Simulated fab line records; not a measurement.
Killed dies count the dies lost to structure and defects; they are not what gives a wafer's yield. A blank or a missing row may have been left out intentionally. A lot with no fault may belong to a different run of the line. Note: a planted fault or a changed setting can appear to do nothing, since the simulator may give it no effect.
A sampling plan put to the test + flow ritCmos + one fab line, 29 faults that these records tell of, each judged on the records of the lots that it struck; 1 more is left out, because the records don't allow judging it
The plan consists of the line's own looks: route steps at which the wafer is read by a gauge or an inspection but not changed. A look can be judged if struck wafers have a number there and the file gives its usual mean and standard deviation on fault-free wafers. Caught: a look later than the fault's first step finds the struck wafers' mean 4 or more of those standard deviations (sigma) from the usual mean. On the tool: the fault's steps, tested the same way using the tool's own readings. Another recipe on the struck wafers, or a record that is blank for them alone, also counts as caught.

## THE FAULTS, as the simulator had put them in
1. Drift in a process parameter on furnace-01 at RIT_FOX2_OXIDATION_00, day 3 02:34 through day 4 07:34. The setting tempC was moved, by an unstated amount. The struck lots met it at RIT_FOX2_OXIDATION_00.
2. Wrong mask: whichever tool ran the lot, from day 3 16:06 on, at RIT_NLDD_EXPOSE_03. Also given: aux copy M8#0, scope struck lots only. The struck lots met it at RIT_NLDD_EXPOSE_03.
3. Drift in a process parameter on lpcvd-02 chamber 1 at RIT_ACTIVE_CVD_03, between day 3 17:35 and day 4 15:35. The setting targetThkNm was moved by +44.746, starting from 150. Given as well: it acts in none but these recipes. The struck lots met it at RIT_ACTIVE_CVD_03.
4. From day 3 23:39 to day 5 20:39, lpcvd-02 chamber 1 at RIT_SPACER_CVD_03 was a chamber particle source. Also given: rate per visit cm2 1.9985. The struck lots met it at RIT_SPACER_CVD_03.
5. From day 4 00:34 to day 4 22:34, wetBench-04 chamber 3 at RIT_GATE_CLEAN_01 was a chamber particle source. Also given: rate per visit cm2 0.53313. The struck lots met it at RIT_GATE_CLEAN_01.
6. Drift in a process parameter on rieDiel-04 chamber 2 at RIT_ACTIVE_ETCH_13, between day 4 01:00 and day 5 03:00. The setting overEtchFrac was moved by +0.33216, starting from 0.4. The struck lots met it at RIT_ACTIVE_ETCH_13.
7. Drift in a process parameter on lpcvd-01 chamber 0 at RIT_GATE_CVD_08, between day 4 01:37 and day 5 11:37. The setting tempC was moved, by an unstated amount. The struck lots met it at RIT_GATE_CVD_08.
8. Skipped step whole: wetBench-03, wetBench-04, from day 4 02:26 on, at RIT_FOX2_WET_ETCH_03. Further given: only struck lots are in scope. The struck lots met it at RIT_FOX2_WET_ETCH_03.
9. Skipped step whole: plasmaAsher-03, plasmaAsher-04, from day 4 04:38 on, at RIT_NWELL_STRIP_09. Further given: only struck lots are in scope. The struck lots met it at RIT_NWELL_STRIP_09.
10. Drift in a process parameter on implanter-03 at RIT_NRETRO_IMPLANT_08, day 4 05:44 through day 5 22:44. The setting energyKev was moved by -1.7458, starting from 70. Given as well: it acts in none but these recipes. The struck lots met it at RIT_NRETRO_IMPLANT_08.
11. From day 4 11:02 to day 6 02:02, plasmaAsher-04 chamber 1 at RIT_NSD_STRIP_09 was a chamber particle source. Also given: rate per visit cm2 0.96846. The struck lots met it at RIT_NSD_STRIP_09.
12. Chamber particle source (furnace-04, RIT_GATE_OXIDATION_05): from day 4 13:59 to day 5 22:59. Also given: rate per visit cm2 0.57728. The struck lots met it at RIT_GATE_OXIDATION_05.
13. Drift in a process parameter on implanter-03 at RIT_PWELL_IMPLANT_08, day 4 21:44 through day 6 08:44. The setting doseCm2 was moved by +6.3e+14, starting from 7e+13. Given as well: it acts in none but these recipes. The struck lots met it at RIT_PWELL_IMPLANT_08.
14. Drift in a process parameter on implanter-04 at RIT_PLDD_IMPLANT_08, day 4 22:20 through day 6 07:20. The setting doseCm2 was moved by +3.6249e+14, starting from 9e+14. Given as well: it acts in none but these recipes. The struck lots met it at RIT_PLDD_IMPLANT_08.
15. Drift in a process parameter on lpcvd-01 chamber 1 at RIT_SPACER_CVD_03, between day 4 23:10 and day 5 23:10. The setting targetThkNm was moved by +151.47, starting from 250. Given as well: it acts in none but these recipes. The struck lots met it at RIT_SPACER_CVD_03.
16. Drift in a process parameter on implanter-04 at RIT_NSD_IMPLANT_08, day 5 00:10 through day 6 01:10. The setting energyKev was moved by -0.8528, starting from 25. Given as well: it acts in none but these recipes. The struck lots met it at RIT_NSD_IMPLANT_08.
17. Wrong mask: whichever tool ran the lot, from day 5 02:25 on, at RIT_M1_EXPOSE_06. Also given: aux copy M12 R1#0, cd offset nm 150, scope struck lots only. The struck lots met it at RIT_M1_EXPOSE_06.
18. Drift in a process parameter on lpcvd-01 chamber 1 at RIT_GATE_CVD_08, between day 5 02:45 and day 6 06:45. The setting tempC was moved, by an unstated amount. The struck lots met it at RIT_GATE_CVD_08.
19. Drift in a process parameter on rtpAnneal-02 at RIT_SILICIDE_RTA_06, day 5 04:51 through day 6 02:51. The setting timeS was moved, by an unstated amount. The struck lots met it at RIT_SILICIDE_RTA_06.
20. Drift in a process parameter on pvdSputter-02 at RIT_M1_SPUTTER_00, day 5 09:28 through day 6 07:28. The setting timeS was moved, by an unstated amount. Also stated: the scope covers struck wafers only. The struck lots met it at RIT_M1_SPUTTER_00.
21. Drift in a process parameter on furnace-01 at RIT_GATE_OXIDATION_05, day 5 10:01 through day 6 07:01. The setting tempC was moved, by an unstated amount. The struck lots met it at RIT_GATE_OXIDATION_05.
22. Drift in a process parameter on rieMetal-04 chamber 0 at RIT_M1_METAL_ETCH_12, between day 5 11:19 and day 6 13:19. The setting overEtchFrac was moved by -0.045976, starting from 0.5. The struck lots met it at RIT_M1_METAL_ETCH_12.
23. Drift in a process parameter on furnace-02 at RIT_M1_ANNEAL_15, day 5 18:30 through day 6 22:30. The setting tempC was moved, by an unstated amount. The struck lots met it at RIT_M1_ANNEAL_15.
24. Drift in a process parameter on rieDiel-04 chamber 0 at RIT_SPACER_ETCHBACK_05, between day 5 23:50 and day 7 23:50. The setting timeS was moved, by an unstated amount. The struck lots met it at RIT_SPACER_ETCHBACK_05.
25. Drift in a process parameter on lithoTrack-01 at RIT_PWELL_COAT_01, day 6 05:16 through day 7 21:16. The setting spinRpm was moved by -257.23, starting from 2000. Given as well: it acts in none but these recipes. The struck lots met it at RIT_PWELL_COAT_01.
26. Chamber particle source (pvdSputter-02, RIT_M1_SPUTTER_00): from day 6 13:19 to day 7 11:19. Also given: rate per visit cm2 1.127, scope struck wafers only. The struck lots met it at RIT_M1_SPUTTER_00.
27. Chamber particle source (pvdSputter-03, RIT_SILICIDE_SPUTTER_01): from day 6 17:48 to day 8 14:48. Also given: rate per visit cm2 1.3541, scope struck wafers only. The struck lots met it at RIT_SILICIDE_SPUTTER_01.
28. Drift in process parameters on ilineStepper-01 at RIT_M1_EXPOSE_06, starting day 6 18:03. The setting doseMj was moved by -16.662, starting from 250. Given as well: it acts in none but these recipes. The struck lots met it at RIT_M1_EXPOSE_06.
29. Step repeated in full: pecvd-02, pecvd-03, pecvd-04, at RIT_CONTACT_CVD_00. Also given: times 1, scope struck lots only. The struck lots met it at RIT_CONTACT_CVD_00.

## WHAT THE PLAN SAW
| fault | on the tool itself                               | first look that catches it                      | reading, sigma         | median hours from its first step to that look | hours from the fault's start to the first struck lot there | judged looks passed uncaught |
|-------|--------------------------------------------------|-------------------------------------------------|------------------------|-----------------------------------------------|------------------------------------------------------------|------------------------------|
| 1     | tubeCenterTempC -99 or beyond sigma              | RIT_FOX2_THK_MEAS_01                            | FOX2_OXIDE_THK -6.8    | 1.3                                           | 7                                                          | 0                            |
| 2     | no reading that can be judged                    | RIT_NLDD_TW_MEAS_10                             | NLDD_TW -87            | 0.9                                           | 3                                                          | 0                            |
| 3     | under 2 sigma                                    | RIT_ACTIVE_THK_MEAS_04                          | ACTIVE_NITRIDE_THK +29 | 1.4                                           | 4                                                          | 0                            |
| 4     | no reading that can be judged                    | none of the 3 looks that can be judged after it | -                      | -                                             | -                                                          | 3                            |
| 5     | no reading that can be judged                    | none of the 2 looks that can be judged after it | -                      | -                                             | -                                                          | 2                            |
| 6     | oesProductAu -9.4 sigma                          | none of the 4 looks that can be judged after it | -                      | -                                             | -                                                          | 4                            |
| 7     | susceptorTempC -65 sigma                         | RIT_GATE_THK_MEAS_09                            | GATE_POLY_THK -39      | 2.4                                           | 8                                                          | 0                            |
| 8     | the tool's record is blank for the struck wafers | no look after it can be judged                  | -                      | -                                             | -                                                          | 0                            |
| 9     | the tool's record is blank for the struck wafers | RIT_PWELL_TW_MEAS_10                            | PWELL_TW -99 or beyond | 1.8                                           | 4                                                          | 0                            |
| 10    | beamEnergyKeV -82 sigma                          | no look after it can be judged                  | -                      | -                                             | -                                                          | 0                            |
| 11    | under 2 sigma                                    | no look after it can be judged                  | -                      | -                                             | -                                                          | 0                            |
| 12    | under 2 sigma                                    | none of the 2 looks that can be judged after it | -                      | -                                             | -                                                          | 2                            |
| 13    | doseIonsCm2 +99 or beyond sigma                  | RIT_PWELL_TW_MEAS_10                            | PWELL_TW +99 or beyond | 0.3                                           | 5                                                          | 0                            |
| 14    | doseIonsCm2 +99 or beyond sigma                  | RIT_PLDD_TW_MEAS_10                             | PLDD_TW +7.2           | 0.3                                           | 10                                                         | 0                            |
| 15    | under 2 sigma                                    | RIT_SPACER_THK_MEAS_04                          | SPACER_NITRIDE_THK +54 | 2.4                                           | 1                                                          | 0                            |
| 16    | beamEnergyKeV -99 or beyond sigma                | no look after it can be judged                  | -                      | -                                             | -                                                          | 0                            |
| 17    | under 2 sigma                                    | RIT_M1_CD_MEAS_09                               | cdNm +72               | 0.4                                           | 4                                                          | 0                            |
| 18    | susceptorTempC -99 or beyond sigma               | RIT_GATE_THK_MEAS_09                            | GATE_POLY_THK -91      | 1.6                                           | 16                                                         | 0                            |
| 19    | under 2 sigma                                    | none of the 8 looks that can be judged after it | -                      | -                                             | -                                                          | 8                            |
| 20    | under 2 sigma                                    | RIT_M1_RS_MEAS_01                               | M1_AL_RS +47           | 0.3                                           | 5                                                          | 0                            |
| 21    | tubeCenterTempC -99 or beyond sigma              | RIT_GATE_THK_MEAS_07                            | GATE_OXIDE_THK -9.2    | 1.3                                           | 7                                                          | 0                            |
| 22    | under 2 sigma                                    | no look after it can be judged                  | -                      | -                                             | -                                                          | 0                            |
| 23    | tubeCenterTempC +99 or beyond sigma              | not the one look that can be judged after it    | -                      | -                                             | -                                                          | 1                            |
| 24    | runLengthS +33 sigma                             | no look after it can be judged                  | -                      | -                                             | -                                                          | 0                            |
| 25    | spinSpeedRpm -99 or beyond sigma                 | not the one look that can be judged after it    | -                      | -                                             | -                                                          | 1                            |
| 26    | under 2 sigma                                    | not the one look that can be judged after it    | -                      | -                                             | -                                                          | 1                            |
| 27    | under 2 sigma                                    | no look after it can be judged                  | -                      | -                                             | -                                                          | 0                            |
| 28    | exposureDoseMJCm2 -53 sigma                      | RIT_M1_CD_MEAS_09                               | cdNm +7.0              | 0.4                                           | 7                                                          | 0                            |
| 29    | under 2 sigma                                    | RIT_CONTACT_THK_MEAS_01                         | CONTACT_TEOS_THK +72   | 0.3                                           | -                                                          | 0                            |
A dash: this means the fault isn't caught or the number doesn't appear in these records.

Caught at a look: 14 of 29. Caught on the tool: 15 of 29. By one or the other: 21 of 29.
Faults caught by the tool alone: 6, 8, 10, 16, 23, 24, 25.
Caught at a look alone: faults 2, 3, 15, 17, 20, 29.
Caught by neither: faults 4, 5, 11, 12, 19, 22, 26, 27.

## THINNER SAMPLING
Were the look that catches a fault to measure just every second or every third lot (counted by lot number), the first struck lot would, at worst, be measured this late:
| fault | struck lots at that look, in order of time | every lot | every second lot | every third lot |
|-------|--------------------------------------------|-----------|------------------|-----------------|
| 1     | L253, L257                                 | 7 h       | may miss all 2   | may miss all 2  |
| 2     | L630                                       | 3 h       | may miss it      | may miss it     |
| 3     | L593                                       | 4 h       | may miss it      | may miss it     |
| 7     | L766, L768                                 | 8 h       | may miss all 2   | may miss all 2  |
| 9     | L564, L565, L566                           | 4 h       | 8 h              | 13 h            |
| 13    | L199, L201                                 | 5 h       | may miss all 2   | may miss all 2  |
| 14    | L284, L287                                 | 10 h      | 27 h             | may miss all 2  |
| 15    | L353, L355                                 | 1 h       | may miss all 2   | may miss all 2  |
| 17    | L794                                       | 4 h       | may miss it      | may miss it     |
| 18    | L627                                       | 16 h      | may miss it      | may miss it     |
| 20    | L678, L680                                 | 5 h       | may miss all 2   | may miss all 2  |
| 21    | L552, L553                                 | 7 h       | 9 h              | may miss all 2  |
| 28    | L647, L649, L650                           | 7 h       | 21 h             | may miss all 3  |
Hours count from the start of the fault until the first struck lot that is measured. Since the struck wafers were tested as one group against 4 sigma, a single lot by itself may lie under the limit. Other struck lots may not be in these records.

## THE LONGEST TIMED WAY FROM STEP TO LOOK
Fault 7: the median time between RIT_GATE_CVD_08 and RIT_GATE_THK_MEAS_09 is 2.4 hours. No look between them can be judged.
